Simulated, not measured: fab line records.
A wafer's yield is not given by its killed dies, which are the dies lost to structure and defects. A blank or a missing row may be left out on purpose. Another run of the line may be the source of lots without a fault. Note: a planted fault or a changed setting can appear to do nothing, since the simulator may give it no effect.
One fault through the eyes of 2 desks / flow rit-cmos / numbers are kept per desk, each desk with only its own; the story behind them comes last

== THE TOOL OWNER'S DESK: implanter-03 ==
The tool's own readings at RIT_PWELL_IMPLANT_08: means of the sampled wafers that have a number, for each lot that ran on this tool. A lot is out of limits, marked OUT, if its mean lies more than 4 standard deviations from the usual mean; the brackets give that distance.
Columns: A = beam-on-s at RIT_PWELL_IMPLANT_08, usual 10.01 s; B = faraday-current-uA at RIT_PWELL_IMPLANT_08, usual 226; C = tilt-deg at RIT_PWELL_IMPLANT_08, usual 7.002 degrees
lot=L984; first seen here=day 2 00:17; A=10.13; B=223; C=6.987
lot=L985; first seen here=day 2 05:23; A=10.02; B=226; C=6.983
lot=L989; first seen here=day 3 04:14; A=8.89 (-5.3) OUT; B=254 (+5.9) OUT; C=7.010
lot=L992; first seen here=day 3 17:16; A=8.86 (-5.5) OUT; B=255 (+6.2) OUT; C=6.993
lot=L105; first seen here=day 6 08:53; A=10.00; B=225; C=6.981
This desk finds L989, L992 out of limits, L989 being first, at day 3 04:14 (beam-on-s at RIT_PWELL_IMPLANT_08). L984, L985, L105 stayed within limits.

== AT THE METROLOGY DESK ==
Means of the sampled wafers that have a number, per lot and without regard to the tool the lot ran on: this is what the gauges read. A lot is out of limits, marked OUT, if its mean lies more than 4 standard deviations from the usual mean; the brackets give that distance.
Columns: A = PWELL_TW at RIT_PWELL_TW_MEAS_10, usual 959; B = PWELL_RS at RIT_WELLDRIVE_RS_MEAS_02, usual 424.4 ohm/sq
lot=L984; first seen here=day 2 00:36; A=960; B=424.4
lot=L985; first seen here=day 2 05:43; A=958; B=424.3
lot=L988; first seen here=day 2 20:58; A=958; B=424.0
lot=L989; first seen here=day 3 04:29; A=907 (-5.8) OUT; B=454.4 (+27) OUT
lot=L992; first seen here=day 3 17:35; A=906 (-5.9) OUT; B=455.3 (+28) OUT
lot=L993; first seen here=day 3 22:41; A=956; B=424.0
lot=L996; first seen here=day 4 12:28; A=967; B=425.4
lot=L998; first seen here=day 4 20:45; A=945; B=423.1
lot=L100; first seen here=day 5 08:38; A=967; B=423.8
lot=L101; first seen here=day 5 13:05; A=963; B=423.7
lot=L104; first seen here=day 6 03:55; A=956; B=425.7
lot=L105; first seen here=day 6 09:13; A=969; B=424.4
lot=L106; first seen here=day 6 13:07; A=958; B=425.4
lot=L107; first seen here=day 6 17:27; A=951; B=426.1
Finding of this desk: L989, L992 out of limits, first seen on L989 at day 3 04:29 (PWELL_TW at RIT_PWELL_TW_MEAS_10). L984, L985, L988, L993, L996, L998, L100, L101, L104, L105, L106, L107 stayed within limits.

== ALL TOGETHER ==
The tool owner's desk could have raised an alarm at day 3 04:14, on L989, L992.
An alarm was possible from the metrology desk at day 3 04:29, on L989, L992.
RIT_PWELL_IMPLANT_08 was run on implanter-03 by each of the lots named.

== WHAT HAD BEEN PUT IN BY THE SIMULATOR ==
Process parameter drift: implanter-03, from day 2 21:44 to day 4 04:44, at RIT_PWELL_IMPLANT_08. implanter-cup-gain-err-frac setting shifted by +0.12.
Shown lots that were struck: L989, L992.
Fault start to first reading out of limits, in hours, per desk: tool owner, 6; metrology, 7.
